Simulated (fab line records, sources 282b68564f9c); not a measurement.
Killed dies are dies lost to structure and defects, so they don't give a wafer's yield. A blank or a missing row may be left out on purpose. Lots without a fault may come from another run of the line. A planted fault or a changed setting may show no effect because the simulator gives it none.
Which tool did it? | flow rit_cmos | 14 lots, 42 wafers sampled, at 3 steps of a route of 202

WHAT THE GAUGES READ, wafer by wafer
RIT_NLDD_TW_MEAS_10.
lot  | measured    | on            | NLDD_TW
L891 | day 3 03:02 | film_metro-02 | 2503 2497 2496
L893 | day 3 09:08 | film_metro-02 | 2505 2503 2507
L894 | day 3 11:02 | film_metro-02 | 2509 2504 2505
L895 | day 3 15:20 | film_metro-02 | 2485 2492 2496
L897 | day 4 00:47 | film_metro-03 | 2496 2497 2501
L899 | day 4 10:20 | film_metro-01 | 2470 2470 2470
L901 | day 4 19:53 | film_metro-01 | 2471 2459 2464
L902 | day 5 01:29 | film_metro-02 | 2513 2508 2520
L905 | day 5 15:05 | film_metro-03 | 2488 2488 2494
L908 | day 6 06:13 | film_metro-03 | 2727 2718 2731 2720 2739 2735
L910 | day 6 17:06 | film_metro-02 | 2756 2765 2755 2762 2757 2747
L911 | day 6 21:13 | film_metro-01 | 2482 2484 2476
L912 | day 7 03:37 | film_metro-01 | 2461 2470 2461
L914 | day 7 13:10 | film_metro-01 | 2462 2459 2462

RIT_SDANNEAL_RS_MEAS_07: measures by four-point-probe.
lot  | measured    | on            | NLDD_RS (ohm/sq)
L891 | day 3 10:58 | film_metro-03 | 151.1 151.2 151.5
L893 | day 3 17:20 | film_metro-01 | 151.4 151.3 151.0
L894 | day 3 18:56 | film_metro-01 | 151.5 151.6 151.8
L895 | day 3 23:25 | film_metro-01 | 151.2 151.9 150.9
L897 | day 4 08:40 | film_metro-02 | 151.2 150.9 151.5
L899 | day 4 18:14 | film_metro-02 | 150.9 150.7 150.6
L901 | day 5 03:46 | film_metro-02 | 151.3 152.6 151.9
L902 | day 5 09:22 | film_metro-02 | 151.6 152.4 152.7
L905 | day 6 00:04 | film_metro-01 | 151.6 152.0 151.6
L908 | day 6 17:04 | film_metro-02 | 113.4 113.6 113.4 113.4 113.9 113.6
L910 | day 7 03:40 | film_metro-02 | 112.9 113.4 113.3 113.2 113.1 113.4
L911 | day 7 05:34 | film_metro-01 | 152.0 151.6 152.2
L912 | day 7 11:23 | film_metro-03 | 150.6 150.6 151.3
L914 | day 7 21:08 | film_metro-02 | 151.5 151.7 151.8

WHICH TOOL RAN EACH LOT (tool, then ch and the chambers of the sampled wafers, then the start)
lot  | RIT_NLDD_IMPLANT_08
L891 | implanter-01 ch 0, day 3 02:43
L893 | implanter-01 ch 0, day 3 08:49
L894 | implanter-03 ch 0, day 3 10:42
L895 | implanter-02 ch 0, day 3 15:02
L897 | implanter-02 ch 0, day 4 00:29
L899 | implanter-02 ch 0, day 4 10:02
L901 | implanter-01 ch 0, day 4 19:36
L902 | implanter-02 ch 0, day 5 01:11
L905 | implanter-03 ch 0, day 5 14:46
L908 | implanter-02 ch 0, day 6 05:55
L910 | implanter-02 ch 0, day 6 16:46
L911 | implanter-01 ch 0, day 6 20:53
L912 | implanter-03 ch 0, day 7 03:17
L914 | implanter-03 ch 0, day 7 12:50
- RIT_NLDD_IMPLANT_08

WHAT THE TOOLS THEMSELVES READ (means of the sampled wafers that have a number; where no wafer has one, the mark that the record gives instead)
RIT_NLDD_IMPLANT_08.
lot  | tool         | beam_on_s (s) | end_station_pressure_torr (Torr) | faraday_current_uA
L891 | implanter-01 | 9.68          | 6.23e-06                         | 1620
L893 | implanter-01 | 10.12         | 6.38e-06                         | 1555
L894 | implanter-03 | 9.84          | 6.15e-06                         | 1595
L895 | implanter-02 | 10.05         | 6.25e-06                         | 1570
L897 | implanter-02 | 10.01         | 6.09e-06                         | 1571
L899 | implanter-02 | 9.86          | 6.08e-06                         | 1592
L901 | implanter-01 | 10.01         | 6.22e-06                         | 1569
L902 | implanter-02 | 9.92          | 6.40e-06                         | 1585
L905 | implanter-03 | 9.76          | 6.30e-06                         | 1612
L908 | implanter-02 | 14.28         | 5.96e-06                         | 1101
L910 | implanter-02 | 14.46         | 6.26e-06                         | 1086
L911 | implanter-01 | 9.95          | 5.78e-06                         | 1580
L912 | implanter-03 | 9.91          | 6.13e-06                         | 1584
L914 | implanter-03 | 9.68          | 6.25e-06                         | 1625

THE ANSWER, worked out from the rows above alone
Rule: what is usual is taken from the lots themselves. Put in order of their means at a reading, lots are off if they are a third of the lots or fewer, leave a main group of 4 or more, and stand apart from it by a gap of 3 or more times the standard deviation of the main group's means; of several such gaps the widest counts. A main group whose means are all the same, to the digits that the tables above print for the reading, isn't used. A lot without any number at a reading at which 4 lots or more have one is off too. The other lots that the step has rows for count as sound. The gauges are gone through in route order, then the tools' own readings, and for those a lot's mean is taken as printed above. The first step at which some lot is off is used, and at that step the reading that is off furthest; a lot without a number counts as furthest.
Off: L908, L910, at RIT_NLDD_TW_MEAS_10 (NLDD_TW). The main group: mean 2487, standard deviation 18.
A tool fits if, at a process step before that reading, it ran every lot that is off, and no sound lot after the first of them. The gauges at RIT_NLDD_TW_MEAS_10 aren't tried: what is off there is off at RIT_NLDD_IMPLANT_08 too, on other tools, and a gauge's error can't cause that. One fits: implanter-02 at RIT_NLDD_IMPLANT_08. Its last sound lot is L902 (day 5 01:11), its first lot that is off L908 (day 6 05:55): a fault that began between those two fits.
The tool's own readings at RIT_NLDD_IMPLANT_08 bear it out: on the lots that are off they differ by more than 5 times the standard deviation of the sound lots' means. beam_on_s reads 14.37 s there against 9.90 s on the sound lots; faraday_current_uA reads 1094 there against 1588 on the sound lots.

WHAT THE SIMULATOR HAD PUT IN
Process parameter drift: implanter-02, from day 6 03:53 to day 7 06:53, at RIT_NLDD_IMPLANT_08. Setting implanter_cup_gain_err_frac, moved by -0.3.
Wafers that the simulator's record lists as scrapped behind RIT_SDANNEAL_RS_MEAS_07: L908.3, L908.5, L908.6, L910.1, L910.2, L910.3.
Lots struck among those shown: L908, L910. The rule above found the same.
